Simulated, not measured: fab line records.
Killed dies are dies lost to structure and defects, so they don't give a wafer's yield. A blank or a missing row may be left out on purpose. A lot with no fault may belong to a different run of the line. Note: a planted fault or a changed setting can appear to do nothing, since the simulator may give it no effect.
Check of tool commonality / flow berkeleyCmos170 / 45 wafers sampled across 15 lots

== WHY THIS WAS OPENED ==
3 of 15 lots carry a flag on the reading CONTACT_OVL at UCB170_CONTACT_OVL_MEAS_16. Fault-free wafers read 4 nm, with a standard deviation of 6.2.
Rule: a lot is flagged in two cases, either no wafer of it has a number, or all its wafers with numbers fall more than 4 standard deviations from that mean. As for the other lots, they are considered sound.

lot=L911; measured=day 7 15:52; on=overlay-01; CONTACT_OVL (nm), wafer by wafer=7 5 5; flag=
lot=L915; measured=day 8 14:07; on=overlay-02; CONTACT_OVL (nm), wafer by wafer=2 2 4; flag=
lot=L913; measured=day 8 14:23; on=overlay-02; CONTACT_OVL (nm), wafer by wafer=15 7 13; flag=
lot=L918; measured=day 8 20:32; on=overlay-02; CONTACT_OVL (nm), wafer by wafer=-6 5 0; flag=
lot=L917; measured=day 8 23:10; on=overlay-01; CONTACT_OVL (nm), wafer by wafer=274 266 269; flag=FLAGGED
lot=L921; measured=day 9 22:34; on=overlay-02; CONTACT_OVL (nm), wafer by wafer=255 258 256; flag=FLAGGED
lot=L922; measured=day 10 11:26; on=overlay-02; CONTACT_OVL (nm), wafer by wafer=259 264 262; flag=FLAGGED
lot=L927; measured=day 10 11:43; on=overlay-02; CONTACT_OVL (nm), wafer by wafer=2 6 1; flag=
lot=L924; measured=day 10 14:16; on=overlay-01; CONTACT_OVL (nm), wafer by wafer=11 23 11; flag=
lot=L926; measured=day 10 14:30; on=overlay-01; CONTACT_OVL (nm), wafer by wafer=-1 2 0; flag=
lot=L929; measured=day 11 03:49; on=overlay-02; CONTACT_OVL (nm), wafer by wafer=5 8 -1; flag=
lot=L930; measured=day 11 04:22; on=overlay-01; CONTACT_OVL (nm), wafer by wafer=7 10 9; flag=
lot=L931; measured=day 11 14:39; on=overlay-01; CONTACT_OVL (nm), wafer by wafer=-4 -2 -5; flag=
lot=L932; measured=day 12 01:40; on=overlay-01; CONTACT_OVL (nm), wafer by wafer=7 0 9; flag=
lot=L933; measured=day 12 06:29; on=overlay-02; CONTACT_OVL (nm), wafer by wafer=-4 -10 -5; flag=
On average the flagged lots' numbers are 263 nm, which is +259 nm against the usual, or +42 standard deviations.

== WHICH TOOL RAN EACH LOT ==
The record keeps 1 process step preceding the reading, out of 331 steps on the route. In each cell: the tool, then ch and the chambers that the sampled wafers went through, then the start.
lot=L911; flag=; UCB170_CONTACT_EXPOSE_12=krfScanner-01 ch 0, day 7 14:57
lot=L915; flag=; UCB170_CONTACT_EXPOSE_12=krfScanner-01 ch 0, day 8 12:57
lot=L913; flag=; UCB170_CONTACT_EXPOSE_12=krfScanner-02 ch 0, day 8 13:50
lot=L918; flag=; UCB170_CONTACT_EXPOSE_12=krfScanner-02 ch 0, day 8 20:02
lot=L917; flag=FLAGGED; UCB170_CONTACT_EXPOSE_12=krfScanner-01 ch 0, day 8 22:28
lot=L921; flag=FLAGGED; UCB170_CONTACT_EXPOSE_12=krfScanner-01 ch 0, day 9 21:53
lot=L922; flag=FLAGGED; UCB170_CONTACT_EXPOSE_12=krfScanner-01 ch 0, day 10 10:52
lot=L927; flag=; UCB170_CONTACT_EXPOSE_12=krfScanner-02 ch 0, day 10 11:07
lot=L924; flag=; UCB170_CONTACT_EXPOSE_12=krfScanner-02 ch 0, day 10 13:07
lot=L926; flag=; UCB170_CONTACT_EXPOSE_12=krfScanner-02 ch 0, day 10 13:29
lot=L929; flag=; UCB170_CONTACT_EXPOSE_12=krfScanner-02 ch 0, day 11 02:30
lot=L930; flag=; UCB170_CONTACT_EXPOSE_12=krfScanner-02 ch 0, day 11 03:10
lot=L931; flag=; UCB170_CONTACT_EXPOSE_12=krfScanner-02 ch 0, day 11 14:08
lot=L932; flag=; UCB170_CONTACT_EXPOSE_12=krfScanner-02 ch 0, day 12 01:10
lot=L933; flag=; UCB170_CONTACT_EXPOSE_12=krfScanner-02 ch 0, day 12 05:40
These steps, and what they do:
- UCB170_CONTACT_EXPOSE_12: exposes mask CONT, target cd 700 nm.
- UCB170_CONTACT_OVL_MEAS_16

== FLAGGED AGAINST TOTAL, ONE TOOL AT A TIME (gauges that did the reading follow at the end) ==
step=UCB170_CONTACT_EXPOSE_12; tool=krfScanner-01; lots run=5; flagged=3; share of the flagged lots=all; sound lots run after its first flagged lot=0
step=UCB170_CONTACT_EXPOSE_12; tool=krfScanner-02; lots run=10; flagged=0; share of the flagged lots=none; sound lots run after its first flagged lot=-
step=UCB170_CONTACT_OVL_MEAS_16; tool=overlay-01; lots run=7; flagged=1; share of the flagged lots=some; sound lots run after its first flagged lot=5 (L924,L926,L930,L931,L932)
step=UCB170_CONTACT_OVL_MEAS_16; tool=overlay-02; lots run=8; flagged=2; share of the flagged lots=some; sound lots run after its first flagged lot=3 (L927,L929,L933)

== WHAT THE TABLE ALLOWS ==
Rows of the table that ran each flagged lot: 1, that is krfScanner-01 at UCB170_CONTACT_EXPOSE_12.
- krfScanner-01 at UCB170_CONTACT_EXPOSE_12 ran 5 lots, 3 of them flagged. Last sound lot L915 at day 8 12:57, first flagged lot L917 at day 8 22:28; a fault beginning in between fits.
Just one tool remains: krfScanner-01 at UCB170_CONTACT_EXPOSE_12.

== WHAT WAS PUT IN BY THE SIMULATOR ==
Scanner matching overlay: krfScanner-01, from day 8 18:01 on, at UCB170_CONTACT_EXPOSE_12. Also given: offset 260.
Shown lots that were struck: L917, L921, L922. The same result came from the rule above.
